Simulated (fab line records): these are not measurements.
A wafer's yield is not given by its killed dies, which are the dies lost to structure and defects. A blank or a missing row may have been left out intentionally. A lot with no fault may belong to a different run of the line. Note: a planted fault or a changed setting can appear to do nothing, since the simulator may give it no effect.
Which tool was responsible? -- flow berkeleyCmos170 -- 13 lots, 39 wafers sampled, at 6 steps of a route of 331

== WHAT EACH GAUGE READ, for each wafer ==
UCB170_V1_CD_MEAS_90 targets a cd of 700 nm. Usual: cdNm 700.5 nm, standard deviation 1.3.
lot,measured,on,cdNm (nm),flag
L321,day 7 19:29,cdSem-02,700.4 701.8 702.1,
L322,day 7 19:48,cdSem-02,701.1 699.5 701.3,
L324,day 8 02:28,cdSem-02,701.1 700.0 699.5,
L325,day 8 20:49,cdSem-02,701.2 701.7 701.3,
L326,day 8 21:05,cdSem-02,702.2 702.0 702.3,
L330,day 9 23:18,cdSem-02,700.4 695.0 700.3,
L337,day 11 02:14,cdSem-01,700.9 700.9 701.1,
L335,day 11 02:11,cdSem-02,699.0 698.3 700.8,
L339,day 11 16:53,cdSem-02,699.0 699.8 699.5,
L340,day 11 16:59,cdSem-02,702.5 703.5 702.1,
L343,day 12 02:20,cdSem-01,699.4 700.3 699.0,
L342,day 12 06:31,cdSem-02,701.2 700.9 700.2,
L344,day 12 06:47,cdSem-01,701.4 701.6 702.6,

UCB170_M3_RS_MEAS_02: measures by four-point-probe. Usual: M3_AL_RS gives 0.0324 ohm/sq (standard deviation 0.00033).
lot,measured,on,M3_AL_RS (ohm/sq),flag
L321,day 8 03:13,filmMetro-01,0.0327 0.0328 0.0329,
L322,day 8 03:25,filmMetro-02,0.0316 0.0316 0.0321,
L324,day 8 10:39,filmMetro-03,0.0323 0.0322 0.0327,
L325,day 9 02:47,filmMetro-03,0.0326 0.0328 0.0324,
L326,day 9 03:58,filmMetro-03,0.0323 0.0326 0.0324,
L330,day 10 05:04,filmMetro-01,0.0328 0.0326,
L337,day 11 09:36,filmMetro-03,0.0322 0.0327 0.0324,
L335,day 11 09:08,filmMetro-02,0.0324 0.0323 0.0323,
L339,day 11 22:50,filmMetro-03,0.0326 0.0325 0.0328,
L340,day 11 23:05,filmMetro-01,0.0326 0.0325 0.0325,
L343,day 12 08:25,filmMetro-01,0.0327 0.0328 0.0325,
L342,day 12 12:38,filmMetro-02,0.0325 0.0327 0.0324,
L344,day 12 12:56,filmMetro-01,0.0325 0.0324 0.0325,

== WHICH TOOL RAN EACH LOT (tool, then ch and the chambers of the sampled wafers, then the start) ==
lot,UCB170_SDANNEAL_RTA_00,UCB170_CONTACT_STRIP_06,UCB170_V1_ETCH_14,UCB170_V1_STRIP_15
L321,"rtpAnneal-01 ch 0, day 7 03:54","plasmaAsher-02 ch 0,1, day 7 08:58","rieDiel-03 ch 0,2, day 7 19:11","plasmaAsher-02 ch 0,1, day 7 19:22"
L322,"rtpAnneal-02 ch 0, day 7 04:13","plasmaAsher-04 ch 0,1, day 7 09:16","rieDiel-01 ch 1,3, day 7 19:31","plasmaAsher-03 ch 0,1, day 7 19:42"
L324,"rtpAnneal-01 ch 0, day 7 11:23","plasmaAsher-01 ch 0,1, day 7 14:50","rieDiel-04 ch 0,1,2, day 8 02:11","plasmaAsher-01 ch 0,1, day 8 02:22"
L325,"rtpAnneal-01 ch 0, day 8 01:21","plasmaAsher-02 ch 0,1, day 8 05:27","rieDiel-04 ch 0,1, day 8 20:31","plasmaAsher-01 ch 0,1, day 8 20:43"
L326,"rtpAnneal-02 ch 0, day 8 01:41","plasmaAsher-04 ch 1, day 8 05:40","rieDiel-01 ch 0,2,3, day 8 20:47","plasmaAsher-02 ch 0,1, day 8 20:58"
L330,"rtpAnneal-02 ch 0, day 9 04:32","plasmaAsher-01 ch 0,1, day 9 09:50","rieDiel-04 ch 0,2, day 9 22:54","plasmaAsher-01 ch 0,1, day 9 23:07"
L337,"rtpAnneal-02 ch 0, day 10 10:59","plasmaAsher-02 ch 0,1, day 10 14:40","rieDiel-03 ch 2,3, day 11 01:58","plasmaAsher-02 ch 0,1, day 11 02:08"
L335,"rtpAnneal-02 ch 0, day 10 11:08","plasmaAsher-02 ch 0,1, day 10 15:00","rieDiel-01 ch 0,3, day 11 01:51","plasmaAsher-01 ch 0,1, day 11 02:01"
L339,"rtpAnneal-02 ch 0, day 11 00:13","plasmaAsher-04 ch 0,1, day 11 04:27","rieDiel-03 ch 0,2,3, day 11 16:32","plasmaAsher-03 ch 0,1, day 11 16:45"
L340,"rtpAnneal-01 ch 0, day 11 00:19","plasmaAsher-01 ch 0,1, day 11 05:25","rieDiel-01 ch 1,2,3, day 11 16:43","plasmaAsher-03 ch 0,1, day 11 16:53"
L343,"rtpAnneal-01 ch 0, day 11 09:49","plasmaAsher-02 ch 0,1, day 11 14:10","rieDiel-03 ch 0,1,3, day 12 02:03","plasmaAsher-02 ch 0,1, day 12 02:13"
L342,"rtpAnneal-01 ch 0, day 11 10:23","plasmaAsher-02 ch 0,1, day 11 16:50","rieDiel-01 ch 0,1,3, day 12 06:15","plasmaAsher-01 ch 0,1, day 12 06:25"
L344,"rtpAnneal-02 ch 0, day 11 15:59","plasmaAsher-01 ch 0, day 11 19:53","rieDiel-03 ch 0,1, day 12 06:29","plasmaAsher-02 ch 0,1, day 12 06:40"
- UCB170_SDANNEAL_RTA_00: time 10 s.
- UCB170_CONTACT_STRIP_06: strips in O2.
- UCB170_V1_ETCH_14: etches SiO2 in CHF3/CF4/Ar, stops on Al, target depth 1250 nm, time 291 s.
- UCB170_V1_STRIP_15: strips in O2.

== WHAT THE TOOLS THEMSELVES READ (means of the sampled wafers that have a number; where no wafer has one, the mark that the record gives instead) ==
UCB170_SDANNEAL_RTA_00. Usual: chamberO2Ppm 1.996, standard deviation 0.021; lampPowerPct 26.5 %, standard deviation 0.51; wafer_temp_C_max 904.8, standard deviation 0.97.
lot,tool,chamberO2Ppm,lampPowerPct (%),wafer_temp_C_max,flag
L321,rtpAnneal-01,2.002,27.1,904.2,
L322,rtpAnneal-02,2.009,26.0,905.3,
L324,rtpAnneal-01,2.009,27.1,903.9,
L325,rtpAnneal-01,2.023,27.1,905.3,
L326,rtpAnneal-02,2.000,26.1,905.0,
L330,rtpAnneal-02,2.019,26.0,904.4,
L337,rtpAnneal-02,1.986,26.1,905.2,
L335,rtpAnneal-02,1.954,26.0,904.8,
L339,rtpAnneal-02,1.988,26.0,904.9,
L340,rtpAnneal-01,2.013,27.1,904.2,
L343,rtpAnneal-01,2.013,27.0,904.0,
L342,rtpAnneal-01,1.982,27.0,906.6,
L344,rtpAnneal-02,2.012,26.0,905.1,

UCB170_CONTACT_STRIP_06. Usual: drypumpMotorCurrentA 5.7 A, standard deviation 0.41; oesProductAu 0.735 a.u., standard deviation 0.0044; stripTimeToEndpointS 21.94 s, standard deviation 0.069.
lot,tool,drypumpMotorCurrentA (A),oesProductAu (a.u.),stripTimeToEndpointS (s),flag
L321,plasmaAsher-02,5.8,0.733,21.98,
L322,plasmaAsher-04,5.4,0.737,22.01,
L324,plasmaAsher-01,5.9,0.732,21.90,
L325,plasmaAsher-02,5.8,0.730,21.87,
L326,plasmaAsher-04,5.2,0.737,21.96,
L330,plasmaAsher-01,5.9,0.734,21.92,
L337,plasmaAsher-02,5.8,0.737,22.00,
L335,plasmaAsher-02,5.7,0.739,21.98,
L339,plasmaAsher-04,5.3,0.738,21.89,
L340,plasmaAsher-01,5.8,0.738,21.88,
L343,plasmaAsher-02,5.8,0.738,21.83,
L342,plasmaAsher-02,5.8,0.732,22.05,
L344,plasmaAsher-01,5.1,0.735,21.95,

UCB170_V1_ETCH_14. Usual: drypumpMotorCurrentA 5.5 A, standard deviation 0.44; oesProductAu 0.870 a.u., standard deviation 0.015; rfFwdPowerW 698.3 W, standard deviation 2.4; throttleValvePct 6.97 %, standard deviation 0.12.
lot,tool,drypumpMotorCurrentA (A),oesProductAu (a.u.),rfFwdPowerW (W),throttleValvePct (%),flag
L321,rieDiel-03,5.4,0.878,696.2,7.02,
L322,rieDiel-01,5.3,0.857,696.4,6.84,
L324,rieDiel-04,5.7,0.862,698.6,7.05,
L325,rieDiel-04,5.3,0.852,697.2,7.04,
L326,rieDiel-01,5.6,0.874,698.3,6.90,
L330,rieDiel-04,6.1,0.868,605.8,7.07,OFF
L337,rieDiel-03,5.2,0.883,698.1,7.05,
L335,rieDiel-01,5.7,0.870,700.5,6.80,
L339,rieDiel-03,5.3,0.885,698.5,7.00,
L340,rieDiel-01,5.5,0.869,699.8,6.90,
L343,rieDiel-03,5.6,0.887,700.2,6.95,
L342,rieDiel-01,5.5,0.868,698.1,6.79,
L344,rieDiel-03,5.9,0.877,697.6,6.95,

UCB170_V1_STRIP_15. Usual: drypumpMotorCurrentA 5.8 A, standard deviation 0.38; oesProductAu 0.722 a.u., standard deviation 0.0044; stripTimeToEndpointS 15.32 s, standard deviation 0.089.
lot,tool,drypumpMotorCurrentA (A),oesProductAu (a.u.),stripTimeToEndpointS (s),flag
L321,plasmaAsher-02,5.8,0.723,15.33,
L322,plasmaAsher-03,5.8,0.725,15.42,
L324,plasmaAsher-01,5.9,0.725,15.40,
L325,plasmaAsher-01,5.5,0.725,15.34,
L326,plasmaAsher-02,5.8,0.719,15.28,
L330,plasmaAsher-01,5.8,0.721,15.88,OFF
L337,plasmaAsher-02,5.8,0.724,15.37,
L335,plasmaAsher-01,5.5,0.725,15.21,
L339,plasmaAsher-03,5.8,0.722,15.30,
L340,plasmaAsher-03,5.9,0.717,15.27,
L343,plasmaAsher-02,5.8,0.721,15.30,
L342,plasmaAsher-01,5.9,0.725,15.34,
L344,plasmaAsher-02,5.8,0.724,15.36,

== THE ANSWER, worked out from the rows above alone ==
Rule: a lot is off if the mean of its wafers that have a number lies more than 3 standard deviations from the usual mean. A lot without any number at a reading at which 4 lots or more have one is off too. The other lots that the step has rows for count as sound. First the gauges in route order, then the tools' own readings, where a lot's mean is used as printed above. At the first step where some lot is off, the reading lying furthest off is the one used; lots without a number count as furthest.
Off, at UCB170_V1_ETCH_14 on rfFwdPowerW: L330.
If a tool, at that step or one of the process steps before it, ran each lot that is off and ran no sound lot following the first of them, it fits. One candidate fits, namely rieDiel-04 at UCB170_V1_ETCH_14. Its last sound lot is L325 (day 8 20:31), its first lot that is off L330 (day 9 22:54): a fault that began between those two fits.
The tool's own readings at UCB170_V1_ETCH_14 bear it out: on the lots that are off they differ by more than 5 times the standard deviation of the sound lots' means. rfFwdPowerW reads 605.8 W there against 698.3 W on the sound lots.

== WHAT THE SIMULATOR HAD PUT IN ==
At UCB170_V1_ETCH_14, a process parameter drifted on rieDiel-04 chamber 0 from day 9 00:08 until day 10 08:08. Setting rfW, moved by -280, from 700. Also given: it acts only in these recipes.
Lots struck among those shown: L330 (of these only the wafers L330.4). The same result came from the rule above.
